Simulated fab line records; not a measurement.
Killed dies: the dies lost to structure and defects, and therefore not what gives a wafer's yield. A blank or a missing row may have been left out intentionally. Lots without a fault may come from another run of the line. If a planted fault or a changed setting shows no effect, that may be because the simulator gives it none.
Which of the tools did it? | flow berkeley-cmos170 | 14 lots with 42 wafers sampled at 3 steps, on a route of 331 steps

== WHAT THE GAUGES READ, wafer by wafer ==
UCB170_NWELL_THK_MEAS_05. Usual: NWELL_NITRIDE_THK typically reads 224.3 nm, with standard deviation 1.9.
lot  | measured    | on            | NWELL_NITRIDE_THK (nm) | flag
L446 | day 2 15:23 | film-metro-03 | 224.2 226.9 224.6      |
L445 | day 2 15:23 | film-metro-02 | 225.9 226.1 228.5      |
L448 | day 3 00:58 | film-metro-04 | 222.7 223.7 224.0      |
L449 | day 3 10:38 | film-metro-03 | 221.3 220.6 221.1      |
L450 | day 3 10:39 | film-metro-02 | 224.7 224.9 224.1      |
L451 | day 3 18:42 | film-metro-02 | 223.1 225.5 224.8      |
L452 | day 4 01:59 | film-metro-02 | 222.9 223.7 222.6      |
L457 | day 5 00:35 | film-metro-04 | 224.0 224.6 226.1      |
L458 | day 5 00:35 | film-metro-02 | 224.1 224.3 225.6      |
L461 | day 5 18:28 | film-metro-02 | 227.0 227.3 227.7      |
L464 | day 6 02:56 | film-metro-02 | 222.5 223.6 224.6      |
L463 | day 6 03:00 | film-metro-03 | 223.2 224.9 222.3      |
L465 | day 6 17:54 | film-metro-02 | 224.7 224.9 224.0      |
L466 | day 6 17:54 | film-metro-04 | 223.5 224.1 224.0      |

UCB170_PWELL_TW_MEAS_17. Usual: PWELL_TW typically reads 381, with standard deviation 3.
lot  | measured    | on            | PWELL_TW    | flag
L446 | day 3 17:35 | film-metro-03 | 381 377 379 |
L445 | day 3 17:28 | film-metro-01 | 376 377 377 |
L448 | day 3 23:00 | film-metro-02 | 383 382 381 |
L449 | day 4 04:11 | film-metro-02 | 386 386 388 |
L450 | day 4 04:29 | film-metro-01 | 375 376 374 |
L451 | day 4 14:52 | film-metro-02 | 388 386 386 |
L452 | day 5 02:32 | film-metro-02 | 382 382 381 |
L457 | day 5 21:58 | film-metro-01 | 377 374 371 |
L458 | day 5 22:14 | film-metro-02 | 380 382 381 |
L461 | day 6 17:56 | film-metro-03 | 362 363 361 | OFF
L464 | day 7 02:10 | film-metro-03 | 382 382 381 |
L463 | day 7 01:49 | film-metro-02 | 364 364 361 | OFF
L465 | day 8 02:29 | film-metro-01 | 378 378 380 |
L466 | day 8 02:13 | film-metro-02 | 383 382 383 |

== WHAT TOOL EACH LOT RAN ON (gives the tool, then ch and the chambers of the sampled wafers, and finally the start) ==
lot  | UCB170_PWELL_IMPLANT_15
L446 | implanter-02 ch 0, day 3 17:20
L445 | implanter-04 ch 0, day 3 17:14
L448 | implanter-03 ch 0, day 3 22:45
L449 | implanter-03 ch 0, day 4 03:56
L450 | implanter-04 ch 0, day 4 04:14
L451 | implanter-03 ch 0, day 4 14:38
L452 | implanter-03 ch 0, day 5 02:18
L457 | implanter-02 ch 0, day 5 21:43
L458 | implanter-03 ch 0, day 5 21:59
L461 | implanter-03 ch 0, day 6 17:41
L464 | implanter-02 ch 0, day 7 01:56
L463 | implanter-03 ch 0, day 7 01:29
L465 | implanter-02 ch 0, day 8 02:15
L466 | implanter-02 ch 0, day 8 01:59
- UCB170_PWELL_IMPLANT_15

== AS READ BY THE TOOLS THEMSELVES (means over the sampled wafers that have a number; for cases with no such wafer, the mark the record gives instead) ==
UCB170_PWELL_IMPLANT_15. Usual: beam-energy-keV reads 59.993 (standard deviation 0.018).
lot  | tool         | beam-energy-keV | flag
L446 | implanter-02 | 59.963          |
L445 | implanter-04 | 59.995          |
L448 | implanter-03 | 60.003          |
L449 | implanter-03 | 60.006          |
L450 | implanter-04 | 60.006          |
L451 | implanter-03 | 59.979          |
L452 | implanter-03 | 60.007          |
L457 | implanter-02 | 59.996          |
L458 | implanter-03 | 59.975          |
L461 | implanter-03 | 41.993          | OFF
L464 | implanter-02 | 60.008          |
L463 | implanter-03 | 41.994          | OFF
L465 | implanter-02 | 59.999          |
L466 | implanter-02 | 59.981          |

== THE ANSWER, worked out from the rows above alone ==
Rule: a lot is off if the mean of its wafers that have a number lies more than 3 standard deviations from the usual mean. Also off: a lot with no number at a reading for which 4 or more lots have one. Any other lot the step has rows for is counted as sound. Order of review: gauges by route order, followed by the tools' own readings, for which a lot's mean as printed above is used. At the first step where some lot is off, the reading lying furthest off is the one used; lots without a number count as furthest.
Off: at UCB170_PWELL_TW_MEAS_17 (PWELL_TW), L461, L463.
A tool fits if, at a process step before that reading, it ran every lot that is off, and no sound lot after the first of them. Not tried: the gauges at UCB170_PWELL_TW_MEAS_17; whatever is off there is also off at UCB170_PWELL_IMPLANT_15, on other tools, and gauge error can't account for it. One candidate fits, namely implanter-03 at UCB170_PWELL_IMPLANT_15. A fault onset in the window from L458 (day 5 21:59, its last sound lot) to L461 (day 6 17:41, its first lot off) fits.
On the lots that are off, the tool's own readings at UCB170_PWELL_IMPLANT_15 differ by more than 5 times the standard deviation of the sound lots' means, which bears it out; beam-energy-keV reads 41.993 there versus 59.993 on the sound lots.

== WHAT THE SIMULATOR HAD PUT IN ==
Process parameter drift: implanter-03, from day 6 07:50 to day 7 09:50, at UCB170_PWELL_IMPLANT_15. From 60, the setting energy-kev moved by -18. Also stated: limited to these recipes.
Lots struck among those shown: L461, L463. The rule above found the same.
